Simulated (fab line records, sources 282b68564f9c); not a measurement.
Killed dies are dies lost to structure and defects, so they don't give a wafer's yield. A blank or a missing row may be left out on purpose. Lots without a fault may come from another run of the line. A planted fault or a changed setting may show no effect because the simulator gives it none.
A struck lot beside a sound one | flow rit_cmos | 43 steps out of a route of 202
Sound: wafers L891.2, L891.4, L891.5. Struck: wafers L899.2, L899.4, L899.5. The cause comes at the end.
At each step with rows: each side's tool, then ch and its chambers, then its first start. Under that, the readings that differ: sound wafers | struck wafers | difference of the means | sigmas: that difference in standard deviations of wafers without a fault.
alike: readings whose means differ by less than 2 such deviations, and words and numbers that are the same on both sides. not compared: withheld readings, readings that some wafer has no value for, bounds like >300 that may hide the same value, and numbers for which the record gives no deviation and whose values overlap.
The two part at a step that has a row with sigmas, a row that says differs or no value, or rows on one side only. Numbers that don't overlap but have no deviation are shown without sigmas and don't part them. A reading that every wafer of one side lacks parts them only if that side has two wafers or more.

RIT_SDANNEAL_RTA_03: time 5 s.
  sound on rtp_anneal-01 ch 0, day 3 23:58; struck on rtp_anneal-02 ch 0, day 6 10:29
  alike: ramp_up_c_per_s, wafer_temp_C_max
RIT_SDANNEAL_RS_MEAS_04: measures by four-point-probe.
  sound on film_metro-04, day 4 00:02; struck on film_metro-01, day 6 10:34
  alike: PSD_RS
RIT_SDANNEAL_RS_MEAS_05: measures by four-point-probe.
  sound on film_metro-04, day 4 00:10; struck on film_metro-01, day 6 10:41
  alike: NSD_RS
RIT_SDANNEAL_RS_MEAS_06: measures by four-point-probe.
  sound on film_metro-04, day 4 00:17; struck on film_metro-01, day 6 10:48
  alike: PLDD_RS
RIT_SDANNEAL_RS_MEAS_07: measures by four-point-probe.
  sound on film_metro-04, day 4 00:24; struck on film_metro-01, day 6 10:55
  alike: NLDD_RS
then, 1 step without rows for these wafers: RIT_SILICIDE_WET_ETCH_00 (etches SiO2 in BOE, target depth 14 nm, time 15 s).
RIT_SILICIDE_SPUTTER_01: material Ti, target thk 30 nm, time 240 s.
  sound on pvd_sputter-01, day 4 00:31; struck on pvd_sputter-01, day 6 11:02
  alike: throttle_valve_pct
RIT_SILICIDE_RS_MEAS_02: measures by four-point-probe.
  sound on film_metro-03, day 4 00:41; struck on film_metro-01, day 6 11:12
  alike: SILICIDE_TI_RS
RIT_SILICIDE_THK_MEAS_03: measures by xrf.
  sound on film_metro-03, day 4 00:47; struck on film_metro-01, day 6 11:19
  alike: SILICIDE_TI_THK
then, 2 steps without rows for these wafers: RIT_SILICIDE_RTA_04 (time 10 s, ramp up 5 s, ramp down 5 s); RIT_SILICIDE_WET_ETCH_05 (etches Ti in SPM, time 120 s).
RIT_SILICIDE_RTA_06: time 10 s, ramp up 5 s, ramp down 10 s.
  sound on rtp_anneal-01 ch 0, day 4 00:58; struck on rtp_anneal-02 ch 0, day 6 11:29
  alike: wafer_temp_C_max
RIT_CONTACT_CVD_00: deposits SiO2 from TEOS, target thk 400 nm, time 61 s.
  sound on pecvd-01 ch 0,1,2, day 4 01:01; struck on pecvd-03 ch 0,2, day 6 11:32
  reading                                  | sound           | struck            | difference | sigmas
  model.SiO2_of_CONTACT_CVD_00.thk_nm (nm) | 397.9 403.8 404 | 384.3 390.2 390.7 | -13.5      |
  alike: heater_power_w
RIT_CONTACT_THK_MEAS_01:
  sound on film_metro-04, day 4 01:05; struck on film_metro-04, day 6 11:36
  reading               | sound       | struck      | difference | sigmas
  CONTACT_TEOS_THK (nm) | 398 404 404 | 384 390 390 | -14        | -3
then, 6 steps without rows for these wafers: RIT_CONTACT_HMDS_02 (prime time 60 s); RIT_CONTACT_COAT_03 (resist thk 1000 nm); RIT_CONTACT_SOFTBAKE_04 (time 60 s); RIT_CONTACT_EXPOSE_05 (exposes mask M11, target cd 1000 nm); RIT_CONTACT_PEB_06; RIT_CONTACT_DEVELOP_07 (develop time 120 s).
RIT_CONTACT_CD_MEAS_08: target cd 1000 nm.
  sound on cd_sem-02, day 4 02:14; struck on cd_sem-02, day 6 12:47
  alike: cd_nm
RIT_CONTACT_OVL_MEAS_09:
  sound on overlay-01, day 4 02:21; struck on overlay-01, day 6 12:53
  alike: CONTACT_OVL
then, 1 step without rows for these wafers: RIT_CONTACT_HARDBAKE_10 (time 60 s).
RIT_CONTACT_ETCH_11: etches SiO2 in CHF3/CF4/Ar, stops on TiSi2, target depth 480 nm, time 310.5 s.
  sound on rie_diel-01 ch 0,1,3, day 4 02:32; struck on rie_diel-04 ch 0,3, day 6 13:04
  reading                             | sound           | struck            | difference | sigmas
  model.CONTACT.feature_depth_nm (nm) | 397.9 403.8 404 | 384.3 390.2 390.7 | -13.5      |
  model.etch.depth_nm (nm)            | 397.9 403.8 404 | 384.3 390.2 390.7 | -13.5      |
  alike: O2_flow_sccm, drypump_motor_current_A, oes_product_au, throttle_valve_pct
  not compared: rf_hours_counter_h
RIT_CONTACT_STRIP_12: strips in O2, time 180 s.
  sound on plasma_asher-02 ch 0,1, day 4 02:44; struck on plasma_asher-01 ch 1, day 6 13:16
  reading                     | sound       | struck      | difference | sigmas
  drypump_motor_current_A (A) | 6.6 6.6 6.3 | 5.5 5.5 5.5 | -1.0       | -2
  not compared: rf_hours_counter_h
RIT_CONTACT_CD_MEAS_90: target cd 1000 nm.
  sound on cd_sem-01, day 4 02:55; struck on cd_sem-02, day 6 13:28
  alike: cd_nm
then, 2 steps without rows for these wafers: RIT_CONTACT_CLEAN_13 (cleans in SC1, time 600 s); RIT_CONTACT_CLEAN_14 (cleans in SC2, time 600 s).
RIT_M1_SPUTTER_00: material Al, target thk 400 nm, time 500 s.
  sound on pvd_sputter-02, day 4 03:22; struck on pvd_sputter-02, day 6 13:55
  alike: throttle_valve_pct
RIT_M1_RS_MEAS_01: measures by four-point-probe.
  sound on film_metro-02, day 4 03:41; struck on film_metro-04, day 6 14:13
  reading           | sound                | struck               | difference | sigmas
  M1_AL_RS (ohm/sq) | 0.0728 0.0741 0.0733 | 0.0715 0.0727 0.0721 | -0.0013    | -2
RIT_M1_THK_MEAS_02: measures by xrf.
  sound on film_metro-02, day 4 03:47; struck on film_metro-04, day 6 14:20
  reading        | sound       | struck      | difference | sigmas
  M1_AL_THK (nm) | 400 397 398 | 412 404 406 | +9         | +2
then, 6 steps without rows for these wafers: RIT_M1_HMDS_03 (prime time 60 s); RIT_M1_COAT_04 (resist thk 1300 nm); RIT_M1_SOFTBAKE_05 (time 60 s); RIT_M1_EXPOSE_06 (exposes mask M12, target cd 2600 nm); RIT_M1_PEB_07; RIT_M1_DEVELOP_08 (develop time 68 s).
RIT_M1_CD_MEAS_09: target cd 2600 nm.
  sound on cd_sem-02, day 4 04:52; struck on cd_sem-01, day 6 15:25
  alike: cd_nm
RIT_M1_OVL_MEAS_10:
  sound on overlay-01, day 4 04:59; struck on overlay-01, day 6 15:31
  alike: M1_OVL
then, 1 step without rows for these wafers: RIT_M1_HARDBAKE_11 (time 120 s).
RIT_M1_METAL_ETCH_12: etches Al in Cl2/BCl3, stops on SiO2, time 165 s, target depth 600 nm.
  sound on rie_metal-03 ch 0,1, day 4 05:16; struck on rie_metal-04 ch 0,1, day 6 15:47
  reading                                  | sound             | struck            | difference | sigmas
  model.SiO2_of_CONTACT_CVD_00.thk_nm (nm) | 361.1 366.7 367.2 | 346.9 352.9 354.9 | -13.4      |
  alike: drypump_motor_current_A, oes_product_au, throttle_valve_pct
  not compared: rf_hours_counter_h
then, 1 step without rows for these wafers: RIT_M1_STRIP_13 (strips in nmp, time 600 s).
RIT_M1_PROBE_99:
  the record has rows for the sound wafers here (prober-01, day 4 07:34) and none for the struck ones

WHERE THEY PART
First at RIT_CONTACT_THK_MEAS_01; last, within this record, at RIT_M1_PROBE_99.

WHY: what the simulator had put in
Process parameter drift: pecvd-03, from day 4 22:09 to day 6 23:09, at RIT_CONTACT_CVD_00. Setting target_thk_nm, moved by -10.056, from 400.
